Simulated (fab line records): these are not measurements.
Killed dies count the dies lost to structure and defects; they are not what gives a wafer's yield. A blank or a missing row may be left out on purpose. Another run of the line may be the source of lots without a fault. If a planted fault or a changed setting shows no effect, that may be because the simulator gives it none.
Struck lot and sound lot, side by side -- flow berkeley cmos170 -- 32 steps out of a route of 331
Sound: wafers L625.3, L625.4, L625.6. Struck: wafer L638.2 (left out: L638.1, L638.4 of the same lot, which were not struck); the cause appears at the end.
Each step with rows lists, per side, the tool, then ch with its chambers, then its first start. Under that, the readings that differ: sound wafers -- struck wafers -- difference of the means -- sigmas: that difference in standard deviations of wafers without a fault.
alike: a reading whose means differ by less than 2 such deviations, as well as words and numbers matching on both sides. not compared: withheld readings; readings where some wafer has no value; bounds like >300 that might hide an equal value; numbers whose values overlap and for which the record gives no deviation.
A row with sigmas, a row that says differs or no value, or rows on one side alone: a step with any of these is where the two part. Numbers that have no deviation but don't overlap get no sigmas and don't part them. Lack of a reading on every wafer of one side parts them only where that side has two or more wafers.

first, 6 steps without rows for these wafers: UCB170_V1_HMDS_06 (prime time 60 s); UCB170_V1_COAT_07 (resist thk 900 nm); UCB170_V1_SOFTBAKE_08 (time 60 s); UCB170_V1_EXPOSE_09 (exposes mask VIA1, target cd 700 nm); UCB170_V1_PEB_10; UCB170_V1_DEVELOP_11 (develop time 45 s).
UCB170_V1_CD_MEAS_12: the cd target is 700 nm.
  sound on cd sem-02 at day 9 09:14; struck on cd sem-01 at day 11 23:51
reading,sound,struck,difference,sigmas
cd nm (nm),698.2 697.4 698.4,701.6,+3.6,+3
UCB170_V1_OVL_MEAS_13:
  sound on overlay-02 at day 9 09:20; struck on overlay-01 at day 11 23:58
reading,sound,struck,difference,sigmas
V1_OVL (nm),-1 -8 2,-16,-14,-3
UCB170_V1_ETCH_14: etches SiO2 in CHF3/CF4/Ar, stops on Al, target depth 1250 nm, time 291 s.
  sound on rie diel-02 ch 1,3, day 9 09:22; struck on rie diel-04 ch 3, day 12 00:01
  alike: drypump motor current A, oes product au, throttle valve pct
  not compared: rf hours counter h
UCB170_V1_STRIP_15: strips in O2.
  sound on plasma asher-01 ch 0,1, day 9 09:34; struck on plasma asher-01 ch 1, day 12 00:11
reading,sound,struck,difference,sigmas
rf hours counter h (h),- - -,58,no value on the sound wafers,
  alike: drypump motor current A, oes product au, strip time to endpoint s
UCB170_V1_CD_MEAS_90: the cd target is 700 nm.
  sound on cd sem-02 at day 9 09:40; struck on cd sem-02 at day 12 00:17
reading,sound,struck,difference,sigmas
cd nm (nm),698.3 697.7 698.9,702.2,+3.9,+3
then, 1 step without rows for these wafers: UCB170_M2_PRE_CLEAN_00 (preclean etch time 60 s).
UCB170_M2_SPUTTER_01: material Al, target thk 900 nm, time 120 s.
  sound on pvd sputter-02 at day 9 09:49; struck on pvd sputter-01 at day 12 00:28
reading,sound,struck,difference,sigmas
cathode dc power W (W),5999.7 6000.5 6000.3,5576.9,-423.3,-99 or more
model.Al_of_M2_SPUTTER_01.thk nm (nm),914.1 911.2 917.6,851.1,-63.2,
  alike: throttle valve pct
UCB170_M2_RS_MEAS_02: a four-point-probe measurement.
  sound on film metro-04 at day 9 09:56; struck on film metro-04 at day 12 00:34
reading,sound,struck,difference,sigmas
M2_AL_RS (ohm/sq),0.0316 0.0318 0.0315,0.0340,+0.0024,+6
UCB170_M2_THK_MEAS_03: measures by xrf.
  sound on film metro-04 at day 9 10:02; struck on film metro-04 at day 12 00:41
reading,sound,struck,difference,sigmas
M2_AL_THK (nm),897 893 894,835,-60,-6
then, 3 steps without rows for these wafers: UCB170_M2_HMDS_04 (prime time 60 s); UCB170_M2_COAT_05 (resist thk 900 nm); UCB170_M2_SOFTBAKE_06 (time 60 s).
UCB170_M2_STRIP_07: strips in O2.
  sound on plasma asher-01 ch 0,1, day 9 10:34; struck on plasma asher-01 ch 0, day 12 01:39
reading,sound,struck,difference,sigmas
rf hours counter h (h),- - -,58,no value on the sound wafers,
  alike: drypump motor current A, oes product au, strip time to endpoint s
then, 7 steps without rows for these wafers: UCB170_M2_STRIP_08 (strips KrF in DMSO, time 600 s); UCB170_M2_COAT_09; UCB170_M2_COAT_10 (resist thk 900 nm); UCB170_M2_SOFTBAKE_11 (time 60 s); UCB170_M2_EXPOSE_12 (exposes mask METAL2, target cd 700 nm); UCB170_M2_PEB_13; UCB170_M2_DEVELOP_14 (develop time 45 s).
UCB170_M2_CD_MEAS_15: the cd target is 700 nm.
  sound on cd sem-02 at day 9 11:49; struck on cd sem-01 at day 12 05:38
  alike: cd nm
UCB170_M2_OVL_MEAS_16:
  sound on overlay-02 at day 9 11:55; struck on overlay-02 at day 12 05:46
reading,sound,struck,difference,sigmas
M2_OVL (nm),-11 -18 -22,-3,+14,+2
UCB170_M2_ETCH_17: etches BARC in N2/H2.
  sound on rie diel-03 ch 1,3, day 9 11:56; struck on rie diel-01 ch 0, day 12 05:47
  alike: bias w, drypump motor current A, oes product au, throttle valve pct
UCB170_M2_METAL_ETCH_18: etches Al in Cl2/BCl3, stops on SiO2, target depth 1170 nm, time 195 s.
  sound on rie metal-03 ch 0,1, day 9 12:02; struck on rie metal-04 ch 1, day 12 05:50
reading,sound,struck,difference,sigmas
oes product au (a.u.),0.856 0.852 0.857,0.822,-0.033,-4
rf hours counter h (h),- - -,3,no value on the sound wafers,
  alike: bias w, drypump motor current A, throttle valve pct
UCB170_M2_STRIP_19: strips in O2.
  sound on plasma asher-02 ch 0,1, day 9 12:12; struck on plasma asher-02 ch 0, day 12 06:01
reading,sound,struck,difference,sigmas
rf hours counter h (h),- - -,18,no value on the sound wafers,
  alike: drypump motor current A, oes product au
UCB170_M3_PROBE_99:
  only the struck wafers here have rows in the record (prober-01, day 12 12:14); the sound ones have none

WHERE THEY PART
Last at UCB170_M3_PROBE_99 as far as this record goes, first at UCB170_V1_CD_MEAS_12.

WHY: what had been put in by the simulator
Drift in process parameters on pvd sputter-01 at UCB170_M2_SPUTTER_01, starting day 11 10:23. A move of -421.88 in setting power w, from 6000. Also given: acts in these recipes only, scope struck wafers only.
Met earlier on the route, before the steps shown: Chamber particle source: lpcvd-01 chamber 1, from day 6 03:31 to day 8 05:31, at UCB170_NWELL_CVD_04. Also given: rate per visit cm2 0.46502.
